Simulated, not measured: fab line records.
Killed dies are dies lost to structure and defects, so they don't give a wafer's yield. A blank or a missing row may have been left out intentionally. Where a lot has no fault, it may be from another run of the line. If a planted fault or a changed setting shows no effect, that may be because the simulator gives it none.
Which tool was responsible? :: flow berkeley_cmos170 :: 14 lots with 42 wafers sampled at 6 steps, on a route of 331 steps

WHAT THE GAUGES SHOWED, per wafer
UCB170_ACTIVE_THK_MEAS_03. Usual: ACTIVE_OXIDE_THK typically reads 26.3 nm, with standard deviation 0.52.
lot: L706
measured: day 4 05:05
on: film_metro-03
ACTIVE_OXIDE_THK (nm): 25.9 25.6 25.7
flag: 

lot: L709
measured: day 4 23:02
on: film_metro-01
ACTIVE_OXIDE_THK (nm): 26.7 26.9 26.3
flag: 

lot: L710
measured: day 4 23:07
on: film_metro-03
ACTIVE_OXIDE_THK (nm): 26.8 26.5 26.7
flag: 

lot: L711
measured: day 5 14:56
on: film_metro-03
ACTIVE_OXIDE_THK (nm): 25.8 26.0 26.2
flag: 

lot: L712
measured: day 6 02:17
on: film_metro-03
ACTIVE_OXIDE_THK (nm): 26.5 26.2 26.6
flag: 

lot: L713
measured: day 6 02:17
on: film_metro-01
ACTIVE_OXIDE_THK (nm): 26.1 26.1 26.0
flag: 

lot: L714
measured: day 6 02:17
on: film_metro-02
ACTIVE_OXIDE_THK (nm): 26.2 26.2 26.6
flag: 

lot: L715
measured: day 6 19:52
on: film_metro-01
ACTIVE_OXIDE_THK (nm): 26.7 27.1 26.9
flag: 

lot: L717
measured: day 6 19:52
on: film_metro-02
ACTIVE_OXIDE_THK (nm): 27.6 27.3 27.5
flag: 

lot: L720
measured: day 7 08:26
on: film_metro-03
ACTIVE_OXIDE_THK (nm): 26.5 26.8 27.0
flag: 

lot: L719
measured: day 7 08:27
on: film_metro-02
ACTIVE_OXIDE_THK (nm): 26.5 26.1 25.8
flag: 

lot: L726
measured: day 8 13:20
on: film_metro-03
ACTIVE_OXIDE_THK (nm): 25.4 25.4 25.8
flag: 

lot: L728
measured: day 9 03:39
on: film_metro-01
ACTIVE_OXIDE_THK (nm): 26.0 26.7 26.2
flag: 

lot: L727
measured: day 9 03:41
on: film_metro-02
ACTIVE_OXIDE_THK (nm): 27.1 26.4 26.8
flag: 

UCB170_SPACER_THK_MEAS_01. Usual: SPACER_TEOS_THK typically reads 378 nm, with standard deviation 5.5.
lot: L706
measured: day 7 02:23
on: film_metro-04
SPACER_TEOS_THK (nm): 381 380 380
flag: 

lot: L709
measured: day 7 18:11
on: film_metro-04
SPACER_TEOS_THK (nm): 385 381 379
flag: 

lot: L710
measured: day 7 18:30
on: film_metro-02
SPACER_TEOS_THK (nm): 375 374 380
flag: 

lot: L711
measured: day 8 16:46
on: film_metro-02
SPACER_TEOS_THK (nm): 381 376 384
flag: 

lot: L712
measured: day 8 22:14
on: film_metro-02
SPACER_TEOS_THK (nm): 373 381 385
flag: 

lot: L713
measured: day 8 22:58
on: film_metro-04
SPACER_TEOS_THK (nm): 370 381 385
flag: 

lot: L714
measured: day 8 22:36
on: film_metro-02
SPACER_TEOS_THK (nm): 371 379 375
flag: 

lot: L715
measured: day 9 14:26
on: film_metro-04
SPACER_TEOS_THK (nm): 370 374 378
flag: 

lot: L717
measured: day 9 14:37
on: film_metro-01
SPACER_TEOS_THK (nm): 378 376 377
flag: 

lot: L720
measured: day 10 07:51
on: film_metro-02
SPACER_TEOS_THK (nm): 372 370 377
flag: 

lot: L719
measured: day 10 07:42
on: film_metro-04
SPACER_TEOS_THK (nm): 372 382 379
flag: 

lot: L726
measured: day 11 13:28
on: film_metro-04
SPACER_TEOS_THK (nm): 456 456 460 456 456 460
flag: OFF

lot: L728
measured: day 12 04:20
on: film_metro-01
SPACER_TEOS_THK (nm): 451 448 460 450 448 460
flag: OFF

lot: L727
measured: day 12 05:29
on: film_metro-01
SPACER_TEOS_THK (nm): 378 377 375
flag: 

UCB170_SDANNEAL_RS_MEAS_03: a four-point-probe measurement. Usual: NSD_RS typically reads 37.45 ohm/sq, with standard deviation 0.092.
lot: L706
measured: day 7 13:05
on: film_metro-01
NSD_RS (ohm/sq): 37.39 37.38 37.38
flag: 

lot: L709
measured: day 8 06:18
on: film_metro-03
NSD_RS (ohm/sq): 37.43 37.32 37.37
flag: 

lot: L710
measured: day 8 06:08
on: film_metro-01
NSD_RS (ohm/sq): 37.41 37.49 37.42
flag: 

lot: L711
measured: day 9 01:46
on: film_metro-01
NSD_RS (ohm/sq): 37.52 37.49 37.43
flag: 

lot: L712
measured: day 9 11:30
on: film_metro-01
NSD_RS (ohm/sq): 37.42 37.50 37.37
flag: 

lot: L713
measured: day 9 11:57
on: film_metro-03
NSD_RS (ohm/sq): 37.37 37.40 37.43
flag: 

lot: L714
measured: day 9 11:31
on: film_metro-02
NSD_RS (ohm/sq): 37.65 37.56 37.61
flag: 

lot: L715
measured: day 10 01:45
on: film_metro-02
NSD_RS (ohm/sq): 37.45 37.60 37.57
flag: 

lot: L717
measured: day 10 02:06
on: film_metro-01
NSD_RS (ohm/sq): 37.40 37.41 37.42
flag: 

lot: L720
measured: day 10 17:56
on: film_metro-01
NSD_RS (ohm/sq): 37.40 37.51 37.38
flag: 

lot: L719
measured: day 10 17:51
on: film_metro-02
NSD_RS (ohm/sq): 37.67 37.58 37.59
flag: 

lot: L727
measured: day 12 16:31
on: film_metro-01
NSD_RS (ohm/sq): 37.38 37.36 37.44
flag: 

EACH LOT AND THE TOOL THAT RAN IT (in order: tool; ch and the chambers of the sampled wafers; start)
lot: L706
UCB170_SPACER_CVD_00: pecvd-03 ch 0,1,2, day 7 02:20
UCB170_SPACER_ETCHBACK_03: rie_diel-01 ch 0,2,3, day 7 07:58
UCB170_SDANNEAL_RTA_01: rtp_anneal-01 ch 0, day 7 12:55

lot: L709
UCB170_SPACER_CVD_00: pecvd-02 ch 0,1,2, day 7 18:09
UCB170_SPACER_ETCHBACK_03: rie_diel-01 ch 0,2,3, day 7 23:28
UCB170_SDANNEAL_RTA_01: rtp_anneal-01 ch 0, day 8 06:07

lot: L710
UCB170_SPACER_CVD_00: pecvd-03 ch 0,2, day 7 18:26
UCB170_SPACER_ETCHBACK_03: rie_diel-02 ch 1,2,3, day 7 23:28
UCB170_SDANNEAL_RTA_01: rtp_anneal-02 ch 0, day 8 05:56

lot: L711
UCB170_SPACER_CVD_00: pecvd-04 ch 0,1, day 8 16:44
UCB170_SPACER_ETCHBACK_03: rie_diel-01 ch 0,2, day 8 21:23
UCB170_SDANNEAL_RTA_01: rtp_anneal-02 ch 0, day 9 01:35

lot: L712
UCB170_SPACER_CVD_00: pecvd-02 ch 1,2, day 8 22:12
UCB170_SPACER_ETCHBACK_03: rie_diel-01 ch 0,2,3, day 9 06:39
UCB170_SDANNEAL_RTA_01: rtp_anneal-01 ch 0, day 9 11:19

lot: L713
UCB170_SPACER_CVD_00: pecvd-04 ch 0,1,2, day 8 22:55
UCB170_SPACER_ETCHBACK_03: rie_diel-01 ch 0,2,3, day 9 06:43
UCB170_SDANNEAL_RTA_01: rtp_anneal-01 ch 0, day 9 11:46

lot: L714
UCB170_SPACER_CVD_00: pecvd-03 ch 1,2, day 8 22:34
UCB170_SPACER_ETCHBACK_03: rie_diel-02 ch 0,2,3, day 9 06:39
UCB170_SDANNEAL_RTA_01: rtp_anneal-02 ch 0, day 9 11:20

lot: L715
UCB170_SPACER_CVD_00: pecvd-03 ch 1,2, day 9 14:23
UCB170_SPACER_ETCHBACK_03: rie_diel-02 ch 1,3, day 9 21:09
UCB170_SDANNEAL_RTA_01: rtp_anneal-01 ch 0, day 10 01:34

lot: L717
UCB170_SPACER_CVD_00: pecvd-02 ch 0,1,2, day 9 14:34
UCB170_SPACER_ETCHBACK_03: rie_diel-04 ch 0,1, day 9 21:09
UCB170_SDANNEAL_RTA_01: rtp_anneal-02 ch 0, day 10 01:55

lot: L720
UCB170_SPACER_CVD_00: pecvd-03 ch 1,2, day 10 07:49
UCB170_SPACER_ETCHBACK_03: rie_diel-04 ch 0,3, day 10 12:14
UCB170_SDANNEAL_RTA_01: rtp_anneal-02 ch 0, day 10 17:45

lot: L719
UCB170_SPACER_CVD_00: pecvd-04 ch 0,2, day 10 07:38
UCB170_SPACER_ETCHBACK_03: rie_diel-01 ch 0,2,3, day 10 12:14
UCB170_SDANNEAL_RTA_01: rtp_anneal-01 ch 0, day 10 17:39

lot: L726
UCB170_SPACER_CVD_00: pecvd-03 ch 1,2, day 11 13:25
UCB170_SPACER_ETCHBACK_03: rie_diel-01 ch 0,3, day 12 06:35
UCB170_SDANNEAL_RTA_01: -

lot: L728
UCB170_SPACER_CVD_00: pecvd-03 ch 0,2, day 12 04:17
UCB170_SPACER_ETCHBACK_03: rie_diel-04 ch 0,1,2, day 12 11:05
UCB170_SDANNEAL_RTA_01: -

lot: L727
UCB170_SPACER_CVD_00: pecvd-02 ch 0,1,2, day 12 05:25
UCB170_SPACER_ETCHBACK_03: rie_diel-01 ch 0,3, day 12 11:05
UCB170_SDANNEAL_RTA_01: rtp_anneal-02 ch 0, day 12 16:19
- UCB170_SPACER_CVD_00: deposits SiO2 from TEOS/O2, target thk 376 nm, time 47 s.
- UCB170_SPACER_ETCHBACK_03: etches SiO2 in CHF3/CF4/Ar, stops on Si, target depth 376 nm, time 100 s.
- UCB170_SDANNEAL_RTA_01: time 5 s.

AS READ BY THE TOOLS THEMSELVES (means over the sampled wafers that have a number; for cases with no such wafer, the mark the record gives instead)
UCB170_SPACER_CVD_00. Usual: 282 W for heater_power_w, sd 70.
lot: L706
tool: pecvd-03
heater_power_w (W): 326
flag: 

lot: L709
tool: pecvd-02
heater_power_w (W): 244
flag: 

lot: L710
tool: pecvd-03
heater_power_w (W): 226
flag: 

lot: L711
tool: pecvd-04
heater_power_w (W): 233
flag: 

lot: L712
tool: pecvd-02
heater_power_w (W): 289
flag: 

lot: L713
tool: pecvd-04
heater_power_w (W): 253
flag: 

lot: L714
tool: pecvd-03
heater_power_w (W): 378
flag: 

lot: L715
tool: pecvd-03
heater_power_w (W): 355
flag: 

lot: L717
tool: pecvd-02
heater_power_w (W): 259
flag: 

lot: L720
tool: pecvd-03
heater_power_w (W): 376
flag: 

lot: L719
tool: pecvd-04
heater_power_w (W): 298
flag: 

lot: L726
tool: pecvd-03
heater_power_w (W): 338
flag: 

lot: L728
tool: pecvd-03
heater_power_w (W): 256
flag: 

lot: L727
tool: pecvd-02
heater_power_w (W): 273
flag: 

UCB170_SPACER_ETCHBACK_03. Usual: drypump_motor_current_A 5.7 A, standard deviation 0.67; oes_product_au 0.899 a.u., standard deviation 0.017; throttle_valve_pct 6.42 %, standard deviation 0.12.
lot: L706
tool: rie_diel-01
drypump_motor_current_A (A): 5.6
oes_product_au (a.u.): 0.906
throttle_valve_pct (%): 6.40
flag: 

lot: L709
tool: rie_diel-01
drypump_motor_current_A (A): 5.6
oes_product_au (a.u.): 0.919
throttle_valve_pct (%): 6.40
flag: 

lot: L710
tool: rie_diel-02
drypump_motor_current_A (A): 5.6
oes_product_au (a.u.): 0.881
throttle_valve_pct (%): 6.42
flag: 

lot: L711
tool: rie_diel-01
drypump_motor_current_A (A): 5.8
oes_product_au (a.u.): 0.904
throttle_valve_pct (%): 6.34
flag: 

lot: L712
tool: rie_diel-01
drypump_motor_current_A (A): 5.6
oes_product_au (a.u.): 0.905
throttle_valve_pct (%): 6.42
flag: 

lot: L713
tool: rie_diel-01
drypump_motor_current_A (A): 5.6
oes_product_au (a.u.): 0.906
throttle_valve_pct (%): 6.41
flag: 

lot: L714
tool: rie_diel-02
drypump_motor_current_A (A): 5.5
oes_product_au (a.u.): 0.889
throttle_valve_pct (%): 6.41
flag: 

lot: L715
tool: rie_diel-02
drypump_motor_current_A (A): 5.9
oes_product_au (a.u.): 0.877
throttle_valve_pct (%): 6.34
flag: 

lot: L717
tool: rie_diel-04
drypump_motor_current_A (A): 5.7
oes_product_au (a.u.): 0.889
throttle_valve_pct (%): 6.48
flag: 

lot: L720
tool: rie_diel-04
drypump_motor_current_A (A): 5.5
oes_product_au (a.u.): 0.889
throttle_valve_pct (%): 6.38
flag: 

lot: L719
tool: rie_diel-01
drypump_motor_current_A (A): 5.6
oes_product_au (a.u.): 0.906
throttle_valve_pct (%): 6.41
flag: 

lot: L726
tool: rie_diel-01
drypump_motor_current_A (A): 5.3
oes_product_au (a.u.): 0.997
throttle_valve_pct (%): 6.49
flag: OFF

lot: L728
tool: rie_diel-04
drypump_motor_current_A (A): 6.1
oes_product_au (a.u.): 0.999
throttle_valve_pct (%): 6.44
flag: OFF

lot: L727
tool: rie_diel-01
drypump_motor_current_A (A): 5.3
oes_product_au (a.u.): 0.899
throttle_valve_pct (%): 6.48
flag: 

UCB170_SDANNEAL_RTA_01. Usual: lamp_power_pct 35.8 %, standard deviation 1.3; wafer_temp_C_max 1053.0, standard deviation 0.7.
lot: L706
tool: rtp_anneal-01
lamp_power_pct (%): 34.3
wafer_temp_C_max: 1053.2
flag: 

lot: L709
tool: rtp_anneal-01
lamp_power_pct (%): 34.3
wafer_temp_C_max: 1052.4
flag: 

lot: L710
tool: rtp_anneal-02
lamp_power_pct (%): 37.0
wafer_temp_C_max: 1054.0
flag: 

lot: L711
tool: rtp_anneal-02
lamp_power_pct (%): 37.0
wafer_temp_C_max: 1052.7
flag: 

lot: L712
tool: rtp_anneal-01
lamp_power_pct (%): 34.3
wafer_temp_C_max: 1052.5
flag: 

lot: L713
tool: rtp_anneal-01
lamp_power_pct (%): 34.4
wafer_temp_C_max: 1052.1
flag: 

lot: L714
tool: rtp_anneal-02
lamp_power_pct (%): 37.0
wafer_temp_C_max: 1052.8
flag: 

lot: L715
tool: rtp_anneal-01
lamp_power_pct (%): 34.3
wafer_temp_C_max: 1052.6
flag: 

lot: L717
tool: rtp_anneal-02
lamp_power_pct (%): 37.1
wafer_temp_C_max: 1053.7
flag: 

lot: L720
tool: rtp_anneal-02
lamp_power_pct (%): 37.0
wafer_temp_C_max: 1053.5
flag: 

lot: L719
tool: rtp_anneal-01
lamp_power_pct (%): 34.3
wafer_temp_C_max: 1052.7
flag: 

lot: L727
tool: rtp_anneal-02
lamp_power_pct (%): 37.1
wafer_temp_C_max: 1053.3
flag: 

THE ANSWER, worked out from the rows above alone
Rule: take the mean of a lot's wafers that have a number; if it is more than 3 standard deviations from the usual mean, the lot is off. Also off: a lot with no number at a reading for which 4 or more lots have one. All remaining lots with rows at the step are treated as sound. Order of review: gauges by route order, followed by the tools' own readings, for which a lot's mean as printed above is used. The first step at which some lot is off is used, and at that step the reading that is off furthest; a lot without a number counts as furthest.
Off: L726, L728, at UCB170_SPACER_THK_MEAS_01 (SPACER_TEOS_THK).
A tool fits if, at a process step before that reading, it ran every lot that is off, and no sound lot after the first of them. Not tried: the gauges at UCB170_SPACER_THK_MEAS_01; whatever is off there is also off at UCB170_SPACER_ETCHBACK_03, on other tools, and gauge error can't account for it. One fits: UCB170_SPACER_CVD_00 on pecvd-03. A fault onset in the window from L720 (day 10 07:49, its last sound lot) to L726 (day 11 13:25, its first lot off) fits.

WHAT WAS PUT IN BY THE SIMULATOR
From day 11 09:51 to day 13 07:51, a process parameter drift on pecvd-03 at UCB170_SPACER_CVD_00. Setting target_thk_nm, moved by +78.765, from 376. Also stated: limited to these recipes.
Struck lots among those shown: L726, L728. Same finding as the rule above.
